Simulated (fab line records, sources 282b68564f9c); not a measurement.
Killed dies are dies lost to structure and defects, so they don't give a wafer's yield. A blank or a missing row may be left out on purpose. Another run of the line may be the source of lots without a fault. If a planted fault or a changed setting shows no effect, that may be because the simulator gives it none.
The same fault as seen by 2 desks | flow rit cmos | each desk has only its own numbers; what lay behind them comes last

## AT THE TOOL OWNER'S DESK: lpcvd-01
The tool's own readings at RIT_SPACER_CVD_03 (deposits Si3N4 from SiH2Cl2/NH3, target thk 250 nm, time 3300 s): means of the sampled wafers that have a number, for each lot that ran on this tool. A lot is out of limits, marked OUT, if its mean lies more than 4 standard deviations from the usual mean; the brackets give that distance.
Columns: A = susceptor temp C at RIT_SPACER_CVD_03, usual 810.0 C
lot  | first seen here | A
L552 | day 2 19:38     | 810.6
L555 | day 3 11:52     | 810.0
L557 | day 3 20:59     | 809.5
L558 | day 4 01:21     | 810.4
L562 | day 4 21:01     | 810.1
L564 | day 5 07:25     | 810.1
L566 | day 5 20:11     | 810.4
L567 | day 5 23:06     | 810.0
L568 | day 6 04:46     | 810.4
Result from this desk: across the 9 lots, nothing is out of limits.

## METROLOGY DESK
Lot by lot, what the gauges showed, no matter which tool ran the lot: averages of those sampled wafers that carry a number. A lot is out of limits, marked OUT, if its mean lies more than 4 standard deviations from the usual mean; the brackets give that distance.
Columns: A = GATE_OXIDE_THK at RIT_GATE_THK_MEAS_07, usual 3.02 nm; B = GATE_OVL at RIT_GATE_OVL_MEAS_17, usual -0.2 nm; C = SPACER_NITRIDE_THK at RIT_SPACER_THK_MEAS_04, usual 249.3 nm; D = cd nm at RIT_CONTACT_CD_MEAS_90, usual 1000.2 nm
lot  | first seen here | A    | B    | C               | D
L552 | day 2 10:01     | 3.08 | 1.3  | 247.9           | 998.6
L555 | day 3 02:04     | 3.04 | -0.1 | 251.3           | 1001.9
L556 | day 3 06:05     | 3.01 | 2.5  | 250.9           | 1000.5
L557 | day 3 10:23     | 3.08 | 0.0  | 252.2           | 1004.2
L558 | day 3 15:17     | 2.97 | 1.6  | 248.9           | 998.7
L559 | day 3 20:50     | 3.04 | 0.5  | 250.6           | 999.5
L560 | day 4 02:41     | 3.03 | -0.1 | 250.7           | 1001.1
L562 | day 4 11:14     | 2.97 | -0.0 | 249.4           | 1000.0
L564 | day 4 21:17     | 3.01 | -0.2 | 278.3 (+12) OUT | 1000.1
L565 | day 5 03:46     | 3.03 | -1.1 | 250.7           | 998.9
L566 | day 5 10:23     | 2.90 | -3.1 | 281.4 (+13) OUT | 1000.1
L567 | day 5 13:05     | 3.05 | -0.4 | 275.7 (+11) OUT | 1002.1
L568 | day 5 18:53     | 3.03 | 0.4  | 281.6 (+13) OUT | 1001.2
L569 | day 5 23:47     | 3.11 | -2.6 | 249.4           | 999.6
L574 | day 7 00:41     | 3.02 | -2.4 | 251.8           | 996.0
L575 | day 7 05:25     | 3.04 | -0.9 | 245.4           | 1002.4
This desk reports L564, L566, L567, L568 out of limits; the earliest was L564 at day 5 09:20 (SPACER_NITRIDE_THK at RIT_SPACER_THK_MEAS_04). L552, L555, L556, L557, L558, L559, L560, L562, L565, L569, L574, L575 stayed within limits.

## BROUGHT TOGETHER
At day 5 09:20 the metrology desk could have sounded an alarm, on L564, L566, L567, L568.
Nothing out of limits was seen by the tool owner's desk.
On record at the tool owner's desk: L564, L566, L567, L568, within its limits.
RIT_SPACER_CVD_03 was run on lpcvd-01 by each of the lots named.

## WHAT WAS PUT IN BY THE SIMULATOR
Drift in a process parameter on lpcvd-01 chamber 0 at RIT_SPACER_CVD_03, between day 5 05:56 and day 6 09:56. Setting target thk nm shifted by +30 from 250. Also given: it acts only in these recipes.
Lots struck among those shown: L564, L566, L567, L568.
Hours from the fault's start to each desk's first reading out of limits: the metrology desk, 3.
